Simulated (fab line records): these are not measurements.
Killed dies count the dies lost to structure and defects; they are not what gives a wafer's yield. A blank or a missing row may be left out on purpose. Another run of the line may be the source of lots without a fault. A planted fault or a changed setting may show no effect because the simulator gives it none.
A lot that was struck, set against a sound lot | flow ritCmos | 43 out of 202 route steps
Sound: wafers L316.1, L316.2, L316.5. Wafers L328.2, L328.4, L328.5 were the ones struck. The cause comes at the end.
Per side, at each step with rows, come the tool, then ch with its chambers, and then its first start. Under that, the readings that differ: sound wafers | struck wafers | difference of the means | sigmas: that difference in standard deviations of wafers without a fault.
alike: same words and numbers on both sides, and readings whose means sit less than 2 such deviations apart. not compared: any withheld reading, any reading some wafer has no value for, any bound like >300 that may hide the same value, and any number with overlapping values for which the record gives no deviation.
Wherever a step has rows on one side only, a row that says differs or no value, or a row with sigmas, the two part there. Numbers that have no deviation but don't overlap get no sigmas and don't part them. Lack of a reading on every wafer of one side parts them only where that side has two or more wafers.

RIT_SDANNEAL_RTA_03: time 5 s.
  sound on rtpAnneal-02 ch 0, day 4 19:13; struck on rtpAnneal-02 ch 0, day 7 05:49
  alike: wafer_temp_C_max
RIT_SDANNEAL_RS_MEAS_04: measures by four-point-probe.
  sound: filmMetro-04 at day 4 19:16; struck: filmMetro-04 at day 7 05:53
  alike: PSD_RS
RIT_SDANNEAL_RS_MEAS_05: measures by four-point-probe.
  sound: filmMetro-04 at day 4 19:23; struck: filmMetro-04 at day 7 06:01
  alike: NSD_RS
RIT_SDANNEAL_RS_MEAS_06: measures by four-point-probe.
  sound: filmMetro-04 at day 4 19:31; struck: filmMetro-04 at day 7 06:08
  alike: PLDD_RS
RIT_SDANNEAL_RS_MEAS_07: measures by four-point-probe.
  sound: filmMetro-04 at day 4 19:38; struck: filmMetro-04 at day 7 06:15
  alike: NLDD_RS
then, 1 step without rows for these wafers: RIT_SILICIDE_WET_ETCH_00 (etches SiO2 in BOE, target depth 14 nm, time 15 s).
RIT_SILICIDE_SPUTTER_01: material Ti, target thk 30 nm, time 240 s.
  sound: pvdSputter-04 at day 4 19:46; struck: pvdSputter-02 at day 7 06:22
  alike: throttleValvePct
RIT_SILICIDE_RS_MEAS_02: measures by four-point-probe.
  sound: filmMetro-02 at day 4 19:55; struck: filmMetro-02 at day 7 06:33
  alike: SILICIDE_TI_RS
RIT_SILICIDE_THK_MEAS_03: measures by xrf.
  sound: filmMetro-02 at day 4 20:02; struck: filmMetro-02 at day 7 06:40
  alike: SILICIDE_TI_THK
RIT_SILICIDE_RTA_04: time 10 s, ramp up 5 s, ramp down 5 s.
  sound on rtpAnneal-01 ch 0, day 4 20:05; struck on rtpAnneal-01 ch 0, day 7 06:44
  alike: wafer_temp_C_max
then, 1 step without rows for these wafers: RIT_SILICIDE_WET_ETCH_05 (etches Ti in SPM, time 120 s).
RIT_SILICIDE_RTA_06: time 10 s, ramp up 5 s, ramp down 10 s.
  sound on rtpAnneal-02 ch 0, day 4 20:13; struck on rtpAnneal-02 ch 0, day 7 06:50
  alike: wafer_temp_C_max
RIT_CONTACT_CVD_00: deposits SiO2 from TEOS, target thk 400 nm, time 61 s.
  sound on pecvd-03 ch 0,1, day 4 20:16; struck on pecvd-03 ch 0,2, day 7 06:53
reading                                 | sound           | struck          | difference | sigmas
model.SiO2_of_CONTACT_CVD_00.thkNm (nm) | 393.8 391 401.7 | 351 347.5 352.3 | -45        | 
  alike: heaterPowerW
RIT_CONTACT_THK_MEAS_01:
  sound: filmMetro-02 at day 4 20:19; struck: filmMetro-04 at day 7 06:57
reading               | sound       | struck      | difference | sigmas
CONTACT_TEOS_THK (nm) | 394 391 402 | 351 348 352 | -45        | -9
then, 6 steps without rows for these wafers: RIT_CONTACT_HMDS_02 (prime time 60 s); RIT_CONTACT_COAT_03 (resist thk 1000 nm); RIT_CONTACT_SOFTBAKE_04 (time 60 s); RIT_CONTACT_EXPOSE_05 (exposes mask M11, target cd 1000 nm); RIT_CONTACT_PEB_06; RIT_CONTACT_DEVELOP_07 (develop time 120 s).
RIT_CONTACT_CD_MEAS_08 targets a cd of 1000 nm.
  sound: cdSem-01 at day 4 21:21; struck: cdSem-02 at day 7 08:10
reading   | sound             | struck              | difference | sigmas
cdNm (nm) | 997.5 998.0 996.3 | 999.8 1003.2 1001.1 | +4.1       | +2
RIT_CONTACT_OVL_MEAS_09:
  sound: overlay-01 at day 4 21:28; struck: overlay-01 at day 7 08:16
reading          | sound       | struck         | difference | sigmas
CONTACT_OVL (nm) | 1.6 1.9 1.0 | -1.9 -1.7 -1.6 | -3.2       | -2
then, 1 step without rows for these wafers: RIT_CONTACT_HARDBAKE_10 (time 60 s).
RIT_CONTACT_ETCH_11: etches SiO2 in CHF3/CF4/Ar, stops on TiSi2, target depth 480 nm, time 320 s.
  sound on rieDiel-02 ch 0,2,3, day 4 21:40; struck on rieDiel-01 ch 0,2,3, day 7 08:29
reading                           | sound           | struck          | difference | sigmas
model.etch.depthNm (nm)           | 393.8 391 401.7 | 351 347.5 352.3 | -45        | 
model.CONTACT.featureDepthNm (nm) | 393.8 391 401.7 | 351 347.5 352.3 | -45        | 
  alike: CHF3_flow_sccm, drypumpMotorCurrentA, oesProductAu, throttleValvePct
  not compared: rfHoursCounterH
then, 1 step without rows for these wafers: RIT_CONTACT_STRIP_12 (strips in O2, time 180 s).
RIT_CONTACT_CD_MEAS_90 targets a cd of 1000 nm.
  sound: cdSem-02 at day 4 22:02; struck: cdSem-02 at day 7 08:52
reading   | sound             | struck              | difference | sigmas
cdNm (nm) | 997.6 997.6 996.7 | 999.3 1003.0 1000.9 | +3.8       | +2
then, 2 steps without rows for these wafers: RIT_CONTACT_CLEAN_13 (cleans in SC1, time 600 s); RIT_CONTACT_CLEAN_14 (cleans in SC2, time 600 s).
RIT_M1_SPUTTER_00: material Al, target thk 400 nm, time 500 s.
  sound: pvdSputter-01 at day 4 22:31; struck: pvdSputter-01 at day 7 09:20
  alike: throttleValvePct
RIT_M1_RS_MEAS_01: measures by four-point-probe.
  sound: filmMetro-04 at day 4 22:49; struck: filmMetro-04 at day 7 09:39
  alike: M1_AL_RS
RIT_M1_THK_MEAS_02: measures by xrf.
  sound: filmMetro-04 at day 4 22:56; struck: filmMetro-04 at day 7 09:46
  alike: M1_AL_THK
then, 6 steps without rows for these wafers: RIT_M1_HMDS_03 (prime time 60 s); RIT_M1_COAT_04 (resist thk 1300 nm); RIT_M1_SOFTBAKE_05 (time 60 s); RIT_M1_EXPOSE_06 (exposes mask M12, target cd 2600 nm); RIT_M1_PEB_07; RIT_M1_DEVELOP_08 (develop time 68 s).
RIT_M1_CD_MEAS_09 targets a cd of 2600 nm.
  sound: cdSem-01 at day 4 23:59; struck: cdSem-02 at day 7 10:47
  alike: cdNm
RIT_M1_OVL_MEAS_10:
  sound: overlay-01 at day 5 00:07; struck: overlay-01 at day 7 10:54
  alike: M1_OVL
then, 1 step without rows for these wafers: RIT_M1_HARDBAKE_11 (time 120 s).
RIT_M1_METAL_ETCH_12: etches Al in Cl2/BCl3, stops on SiO2, time 165 s, target depth 600 nm.
  sound on rieMetal-03 ch 0,1, day 5 00:24; struck on rieMetal-03 ch 0,1, day 7 11:11
reading                                 | sound             | struck            | difference | sigmas
model.SiO2_of_CONTACT_CVD_00.thkNm (nm) | 357.7 355.7 365.6 | 314.3 312.2 315.6 | -45.6      | 
  alike: drypumpMotorCurrentA, oesProductAu, throttleValvePct
  not compared: rfHoursCounterH
then, 1 step without rows for these wafers: RIT_M1_STRIP_13 (strips in nmp, time 600 s).
RIT_M1_PROBE_99:
  sound: prober-01 at day 5 02:40; struck: prober-01 at day 7 13:36
reading                         | sound               | struck               | difference | sigmas
model.etest.fieldPMetal.vtV (V) | -28.72 -28.6 -29.28 | -27.79 -27.13 -27.62 | +1.35      | 
  alike: killedAtFrontEnd, killedDies, killedOpen, killedShort
  not compared: model.etest.nmos_0p15.junctionLog10AUm, model.etest.nmosNarrow.offLog10AUm, model.etest.antennaContact.vtShiftV

== WHERE THEY PART ==
First at RIT_CONTACT_THK_MEAS_01; last, within this record, at RIT_CONTACT_CD_MEAS_90. Later steps at which nothing parts them and some readings are alike: RIT_M1_SPUTTER_00, RIT_M1_RS_MEAS_01, RIT_M1_THK_MEAS_02, RIT_M1_CD_MEAS_09, RIT_M1_OVL_MEAS_10, RIT_M1_METAL_ETCH_12, RIT_M1_PROBE_99.

WHY: what had been put in by the simulator
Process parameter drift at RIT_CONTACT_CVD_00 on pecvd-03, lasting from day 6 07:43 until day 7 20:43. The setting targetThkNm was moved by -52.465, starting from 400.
